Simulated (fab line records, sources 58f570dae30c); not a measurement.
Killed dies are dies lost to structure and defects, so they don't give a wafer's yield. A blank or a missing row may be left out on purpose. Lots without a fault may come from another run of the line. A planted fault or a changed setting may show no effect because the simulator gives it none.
Tool commonality check | flow berkeley_cmos170 | 14 lots, 48 wafers sampled

WHY IT WAS OPENED
At UCB170_PVT_TW_MEAS_09 the reading PVT_TW is flagged on 2 of 14 lots. Wafers without a fault read 508, standard deviation 3.4.
Rule: a lot is flagged when every wafer of it that has a number lies more than 4 standard deviations from that mean, or none has a number. The other lots count as sound.

lot  | measured     | on            | PVT_TW, wafer by wafer  | flag
L356 | day 6 12:00  | film_metro-02 | 504 504 504             |
L352 | day 6 12:16  | film_metro-01 | 509 510 508             |
L353 | day 6 12:37  | film_metro-04 | 516 514 513             |
L364 | day 8 21:49  | film_metro-01 | 511 507 508             |
L365 | day 8 22:06  | film_metro-01 | 550 546 551 547 545 546 | FLAGGED
L367 | day 8 22:43  | film_metro-02 | 504 504 504             |
L366 | day 8 22:53  | film_metro-04 | 509 508 510             |
L362 | day 8 23:07  | film_metro-01 | 541 545 544 545 546 545 | FLAGGED
L368 | day 9 03:14  | film_metro-02 | 505 504 505             |
L371 | day 9 22:47  | film_metro-04 | 514 515 511             |
L370 | day 9 22:53  | film_metro-01 | 511 510 513             |
L369 | day 9 23:09  | film_metro-02 | 506 503 508             |
L372 | day 10 10:40 | film_metro-02 | 505 506 507             |
L375 | day 10 19:29 | film_metro-01 | 508 506 506             |
The numbers of the flagged lots are 546 on average: +38 against the usual, or +11 standard deviations.

WHICH TOOL RAN EACH LOT
The record holds 1 process step before the reading, out of a route of 331 steps. In each cell: the tool, then ch and the chambers that the sampled wafers went through, then the start.
lot  | flag    | UCB170_PVT_IMPLANT_07
L356 |         | implanter-04 ch 0, day 6 11:47
L352 |         | implanter-02 ch 0, day 6 12:02
L353 |         | implanter-04 ch 0, day 6 12:16
L364 |         | implanter-03 ch 0, day 8 21:34
L365 | FLAGGED | implanter-04 ch 0, day 8 21:51
L367 |         | implanter-02 ch 0, day 8 22:28
L366 |         | implanter-03 ch 0, day 8 22:39
L362 | FLAGGED | implanter-04 ch 0, day 8 22:52
L368 |         | implanter-02 ch 0, day 9 02:59
L371 |         | implanter-02 ch 0, day 9 22:32
L370 |         | implanter-03 ch 0, day 9 22:38
L369 |         | implanter-02 ch 0, day 9 22:56
L372 |         | implanter-03 ch 0, day 10 10:26
L375 |         | implanter-03 ch 0, day 10 19:14
What these steps do:
- UCB170_PVT_IMPLANT_07
- UCB170_PVT_TW_MEAS_09

FLAGGED OVER TOTAL, TOOL BY TOOL (the gauges that took the reading come last)
step                  | tool          | lots run | flagged | share of the flagged lots | sound lots run after its first flagged lot
UCB170_PVT_IMPLANT_07 | implanter-02  | 5        | 0       | none                      | -
UCB170_PVT_IMPLANT_07 | implanter-03  | 5        | 0       | none                      | -
UCB170_PVT_IMPLANT_07 | implanter-04  | 4        | 2       | all                       | 0
UCB170_PVT_TW_MEAS_09 | film_metro-01 | 6        | 2       | all                       | 2 (L370,L375)
UCB170_PVT_TW_MEAS_09 | film_metro-02 | 5        | 0       | none                      | -
UCB170_PVT_TW_MEAS_09 | film_metro-04 | 3        | 0       | none                      | -

WHAT THE TABLE ALLOWS
2 rows of the table ran every flagged lot: implanter-04 at UCB170_PVT_IMPLANT_07, film_metro-01 at UCB170_PVT_TW_MEAS_09.
- implanter-04 at UCB170_PVT_IMPLANT_07: 2 of its 4 lots flagged. Its last sound lot is L353 (day 6 12:16), its first flagged lot L365 (day 8 21:51): a fault that began between those two fits. Its own readings lie more than 4 standard deviations out on every wafer of the flagged lots: beam_energy_keV.
- film_metro-01 at UCB170_PVT_TW_MEAS_09: 2 of its 6 lots flagged. Sound lots ran on it after the first flagged one (L370, L375), which a lasting fault on the whole tool wouldn't allow.
One tool is left: implanter-04 at UCB170_PVT_IMPLANT_07.

WHAT THE SIMULATOR HAD PUT IN
Process parameter drift: implanter-04, from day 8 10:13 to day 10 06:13, at UCB170_PVT_IMPLANT_07. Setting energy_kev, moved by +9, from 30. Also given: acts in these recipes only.
Lots struck among those shown: L365, L362. The rule above found the same.
